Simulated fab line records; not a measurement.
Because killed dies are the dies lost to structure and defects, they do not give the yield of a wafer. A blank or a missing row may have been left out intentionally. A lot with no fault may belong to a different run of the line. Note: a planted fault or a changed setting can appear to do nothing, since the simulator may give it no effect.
Split-lot experiment / flow ritCmos / 23 wafers read from 5 lots, route of 202 steps

## THE SPLIT
At RIT_ACTIVE_EXPOSE_08 (exposes mask M1, target cd 1400 nm), the setting doseMj was moved away from the recipe's 225 on 5 of the 23 wafers read, by -2.8% to +4.5%. For the rest of the wafers, this setting stayed at what the recipe calls for.

## FROM THE SPLIT TO THE READING: what the file shows between them, 5 steps
- RIT_ACTIVE_PEB_09
- RIT_ACTIVE_DEVELOP_10: develop time 50 s
- RIT_ACTIVE_CD_MEAS_11: target cd 1400 nm
- RIT_ACTIVE_ETCH_13: etches Si3N4 in SF6, stops on SiO2, time 210 s, target depth 210 nm (also split here: rfW)
- RIT_ACTIVE_STRIP_14: strips in O2, time 180 s

## THE READING
Shown in nm: cdNm at RIT_ACTIVE_CD_MEAS_90, with target cd 1400 nm. A value of 1399.6 nm with a standard deviation of 2.7 nm is what fault-free wafers of this fab line usually give.

wafer=L074.1; tool, chamber at the split=ilineStepper-02, 0; doseMj as run=235.2; against the recipe=+4.5%; cdNm, nm=1386.4; against lot-mates on the recipe=-11.2
wafer=L074.3; tool, chamber at the split=ilineStepper-02, 0; doseMj as run=235.2; against the recipe=+4.5%; cdNm, nm=1385.4; against lot-mates on the recipe=-12.2
wafer=L074.4; tool, chamber at the split=ilineStepper-02, 0; doseMj as run=225; against the recipe=recipe; cdNm, nm=1398.9; against lot-mates on the recipe=-
wafer=L074.5; tool, chamber at the split=ilineStepper-02, 0; doseMj as run=225; against the recipe=recipe; cdNm, nm=1396.3; against lot-mates on the recipe=-
wafer=L074.6; tool, chamber at the split=ilineStepper-02, 0; doseMj as run=235.2; against the recipe=+4.5%; cdNm, nm=1384.4; against lot-mates on the recipe=-13.2
wafer=L075.1; tool, chamber at the split=ilineStepper-01, 0; doseMj as run=225; against the recipe=recipe; cdNm, nm=1399.8; against lot-mates on the recipe=-
wafer=L075.2; tool, chamber at the split=ilineStepper-01, 0; doseMj as run=225; against the recipe=recipe; cdNm, nm=1397.3; against lot-mates on the recipe=-
wafer=L075.3; tool, chamber at the split=ilineStepper-01, 0; doseMj as run=218.6; against the recipe=-2.8%; cdNm, nm=1407.7; against lot-mates on the recipe=+9.0
wafer=L075.4; tool, chamber at the split=ilineStepper-01, 0; doseMj as run=218.6; against the recipe=-2.8%; cdNm, nm=1406.2; against lot-mates on the recipe=+7.5
wafer=L075.6; tool, chamber at the split=ilineStepper-01, 0; doseMj as run=225; against the recipe=recipe; cdNm, nm=1398.9; against lot-mates on the recipe=-
wafer=L078.2; tool, chamber at the split=ilineStepper-02, 0; doseMj as run=225; against the recipe=recipe; cdNm, nm=1398.2; against lot-mates on the recipe=-
wafer=L078.3; tool, chamber at the split=ilineStepper-02, 0; doseMj as run=225; against the recipe=recipe; cdNm, nm=1399.2; against lot-mates on the recipe=-
wafer=L078.4; tool, chamber at the split=ilineStepper-02, 0; doseMj as run=225; against the recipe=recipe; cdNm, nm=1398.8; against lot-mates on the recipe=-
wafer=L078.5; tool, chamber at the split=ilineStepper-02, 0; doseMj as run=225; against the recipe=recipe; cdNm, nm=1400.7; against lot-mates on the recipe=-
wafer=L078.6; tool, chamber at the split=ilineStepper-02, 0; doseMj as run=225; against the recipe=recipe; cdNm, nm=1399.0; against lot-mates on the recipe=-
wafer=L081.1; tool, chamber at the split=ilineStepper-01, 0; doseMj as run=225; against the recipe=recipe; cdNm, nm=1403.8; against lot-mates on the recipe=-
wafer=L081.3; tool, chamber at the split=ilineStepper-01, 0; doseMj as run=225; against the recipe=recipe; cdNm, nm=1403.6; against lot-mates on the recipe=-
wafer=L081.4; tool, chamber at the split=ilineStepper-01, 0; doseMj as run=225; against the recipe=recipe; cdNm, nm=1401.6; against lot-mates on the recipe=-
wafer=L081.5; tool, chamber at the split=ilineStepper-01, 0; doseMj as run=225; against the recipe=recipe; cdNm, nm=1403.4; against lot-mates on the recipe=-
wafer=L081.6; tool, chamber at the split=ilineStepper-01, 0; doseMj as run=225; against the recipe=recipe; cdNm, nm=1402.4; against lot-mates on the recipe=-
wafer=L084.3; tool, chamber at the split=ilineStepper-02, 0; doseMj as run=225; against the recipe=recipe; cdNm, nm=1398.5; against lot-mates on the recipe=-
wafer=L084.4; tool, chamber at the split=ilineStepper-02, 0; doseMj as run=225; against the recipe=recipe; cdNm, nm=1398.8; against lot-mates on the recipe=-
wafer=L084.6; tool, chamber at the split=ilineStepper-02, 0; doseMj as run=225; against the recipe=recipe; cdNm, nm=1396.5; against lot-mates on the recipe=-

THE FIT
A straight line over all 23 wafers: cdNm changes by -3.01 nm for each +1% of doseMj; r = -0.93; the points scatter about the line by 2.2 nm.
The same after taking each lot's own level away (the mean of its wafers on the recipe; 23 wafers): -2.74 nm for each +1%; r = -0.98; scatter 0.98 nm.
That fit puts the effect of the largest move of doseMj on the reading at 12 nm.
The lots' own levels span 1397.60 to 1402.96 nm, that is 2.0 times the standard deviation above.
Consequently the slope shifts little with the lot-to-lot level, the two slopes agreeing.
Check: with one of the wafers moved furthest among these (+4.5%) left out of the fit, the line predicts -12.8 nm for it against its lot-mates. It came out at -11.2 nm against them.

## OTHER SPLITS APPLIED TO THESE WAFERS
Note: prior to the reading, these wafers also went through further splits. Each is held against what the fit with the lots' levels taken away leaves over:
other split on the same wafers=RIT_ACTIVE_CVD_03 pressureMtorr; wafers away from the commonest value=18; r with cdNm (lot level and that fit taken away)=+0.07
other split on the same wafers=RIT_ACTIVE_ETCH_13 rfW; wafers away from the commonest value=7; r with cdNm (lot level and that fit taken away)=+0.14

## THE WHOLE CHAIN: every reading that the file lists as answering this split, in the file's order
step=RIT_ACTIVE_CD_MEAS_11; what it does=target cd 1400 nm; reading=cdNm; change (the file's fit)=-2.74 nm for each +1% of the setting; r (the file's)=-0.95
step=RIT_ACTIVE_ETCH_13; what it does=etches Si3N4 in SF6, stops on SiO2, time 210 s, target depth 210 nm; reading=ACTIVE.cdNm (the simulator's own value, which no gauge read); change (the file's fit)=-2.74 nm for each +1% of the setting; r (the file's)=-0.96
step=RIT_ACTIVE_CD_MEAS_90; what it does=target cd 1400 nm; reading=cdNm; change (the file's fit)=-2.75 nm for each +1% of the setting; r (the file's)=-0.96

## THE FILE'S OWN FIT
cdNm changes by -2.75 nm for each +1% of doseMj, r = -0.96.
